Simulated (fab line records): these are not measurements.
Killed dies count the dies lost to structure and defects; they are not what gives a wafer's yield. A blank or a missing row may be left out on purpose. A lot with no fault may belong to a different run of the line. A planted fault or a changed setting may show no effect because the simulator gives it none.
The tool behind it: which one? :: flow berkeley cmos170 :: Sampling: 14 lots, 42 wafers, 2 of 331 route steps

## WHAT THE GAUGES SHOWED, per wafer
UCB170_NLDD_OVL_MEAS_07.
lot: L451
measured: day 6 11:40
on: overlay-01
NLDD_OVL (nm): 1 -1 -4

lot: L452
measured: day 6 10:59
on: overlay-01
NLDD_OVL (nm): 13 10 9

lot: L454
measured: day 6 21:37
on: overlay-02
NLDD_OVL (nm): -5 3 -6

lot: L455
measured: day 7 15:44
on: overlay-01
NLDD_OVL (nm): 0 -3 -7

lot: L456
measured: day 8 05:11
on: overlay-01
NLDD_OVL (nm): -8 -4 -9

lot: L459
measured: day 8 05:25
on: overlay-01
NLDD_OVL (nm): 9 8 3

lot: L461
measured: day 8 04:54
on: overlay-01
NLDD_OVL (nm): 11 2 1

lot: L463
measured: day 9 03:25
on: overlay-01
NLDD_OVL (nm): -9 -3 -9

lot: L466
measured: day 10 01:11
on: overlay-02
NLDD_OVL (nm): -5 -8 0

lot: L465
measured: day 10 00:47
on: overlay-01
NLDD_OVL (nm): -1 -1 -3

lot: L470
measured: day 10 18:47
on: overlay-02
NLDD_OVL (nm): 4 9 1

lot: L471
measured: day 10 19:31
on: overlay-02
NLDD_OVL (nm): -10 -9 -5

lot: L472
measured: day 11 03:14
on: overlay-02
NLDD_OVL (nm): 9 9 7

lot: L473
measured: day 11 02:37
on: overlay-02
NLDD_OVL (nm): -3 7 -4

## WHICH TOOL RAN EACH LOT (tool, then ch and the chambers of the sampled wafers, then the start)
lot: L451
UCB170_NWELL_ETCH_13: rie diel-01 ch 1,2,3, day 2 08:33

lot: L452
UCB170_NWELL_ETCH_13: rie diel-03 ch 1,2,3, day 2 12:58

lot: L454
UCB170_NWELL_ETCH_13: rie diel-02 ch 0,3, day 3 00:19

lot: L455
UCB170_NWELL_ETCH_13: rie diel-02 ch 0,2, day 3 07:39

lot: L456
UCB170_NWELL_ETCH_13: rie diel-01 ch 0,2,3, day 3 15:11

lot: L459
UCB170_NWELL_ETCH_13: rie diel-03 ch 0,1,3, day 4 09:12

lot: L461
UCB170_NWELL_ETCH_13: rie diel-02 ch 1,2, day 4 11:45

lot: L463
UCB170_NWELL_ETCH_13: rie diel-02 ch 0,2, day 5 01:40

lot: L466
UCB170_NWELL_ETCH_13: rie diel-02 ch 1,2,3, day 5 14:04

lot: L465
UCB170_NWELL_ETCH_13: rie diel-03 ch 0,1,2, day 5 14:20

lot: L470
UCB170_NWELL_ETCH_13: rie diel-03 ch 0,3, day 6 11:54

lot: L471
UCB170_NWELL_ETCH_13: rie diel-01 ch 0,2, day 6 13:31

lot: L472
UCB170_NWELL_ETCH_13: rie diel-03 ch 0,1,2, day 6 22:17

lot: L473
UCB170_NWELL_ETCH_13: rie diel-03 ch 1,3, day 7 05:26
- UCB170_NWELL_ETCH_13: etches Si3N4 in CH3F/Ar/O2, stops on SiO2, target depth 246.4 nm, time 154 s.

## WHAT THE TOOLS THEMSELVES READ (means of the sampled wafers that have a number; where no wafer has one, the mark that the record gives instead)
UCB170_NWELL_ETCH_13.
lot: L451
tool: rie diel-01
drypump motor current A (A): 5.6
oes product au (a.u.): 0.952
throttle valve pct (%): 7.93

lot: L452
tool: rie diel-03
drypump motor current A (A): 5.7
oes product au (a.u.): 0.939
throttle valve pct (%): 7.91

lot: L454
tool: rie diel-02
drypump motor current A (A): 6.2
oes product au (a.u.): 0.933
throttle valve pct (%): 8.09

lot: L455
tool: rie diel-02
drypump motor current A (A): 5.7
oes product au (a.u.): 0.961
throttle valve pct (%): 7.95

lot: L456
tool: rie diel-01
drypump motor current A (A): 5.4
oes product au (a.u.): 0.952
throttle valve pct (%): 8.04

lot: L459
tool: rie diel-03
drypump motor current A (A): 6.0
oes product au (a.u.): 0.949
throttle valve pct (%): 7.94

lot: L461
tool: rie diel-02
drypump motor current A (A): 5.4
oes product au (a.u.): 0.963
throttle valve pct (%): 7.97

lot: L463
tool: rie diel-02
drypump motor current A (A): 5.7
oes product au (a.u.): 0.940
throttle valve pct (%): 7.95

lot: L466
tool: rie diel-02
drypump motor current A (A): 5.5
oes product au (a.u.): 0.932
throttle valve pct (%): 8.11

lot: L465
tool: rie diel-03
drypump motor current A (A): 5.5
oes product au (a.u.): 0.946
throttle valve pct (%): 8.01

lot: L470
tool: rie diel-03
drypump motor current A (A): 6.0
oes product au (a.u.): 0.938
throttle valve pct (%): 8.00

lot: L471
tool: rie diel-01
drypump motor current A (A): 5.6
oes product au (a.u.): 0.938
throttle valve pct (%): 8.09

lot: L472
tool: rie diel-03
drypump motor current A (A): 5.5
oes product au (a.u.): 0.949
throttle valve pct (%): 8.01

lot: L473
tool: rie diel-03
drypump motor current A (A): 6.2
oes product au (a.u.): 0.939
throttle valve pct (%): 7.83

## THE ANSWER, worked out from the rows above alone
Rule: what is usual is taken from the lots themselves. The widest of any qualifying gaps counts: lots, ordered by their means at a reading, are off when they make up no more than a third of the lots, leave a main group of 4 or more, and stand apart from it by 3 or more times the standard deviation of that group's means. A main group is skipped when, at the precision printed for the reading in the tables above, its means are all equal. Also off: a lot with no number at a reading for which 4 or more lots have one. All remaining lots with rows at the step are treated as sound. First the gauges in route order, then the tools' own readings, where a lot's mean is used as printed above. At the first step where some lot is off, the reading lying furthest off is the one used; lots without a number count as furthest.
No lot is off on any of the readings shown, so nothing can be concluded from this.

## WHAT THE SIMULATOR PUT IN
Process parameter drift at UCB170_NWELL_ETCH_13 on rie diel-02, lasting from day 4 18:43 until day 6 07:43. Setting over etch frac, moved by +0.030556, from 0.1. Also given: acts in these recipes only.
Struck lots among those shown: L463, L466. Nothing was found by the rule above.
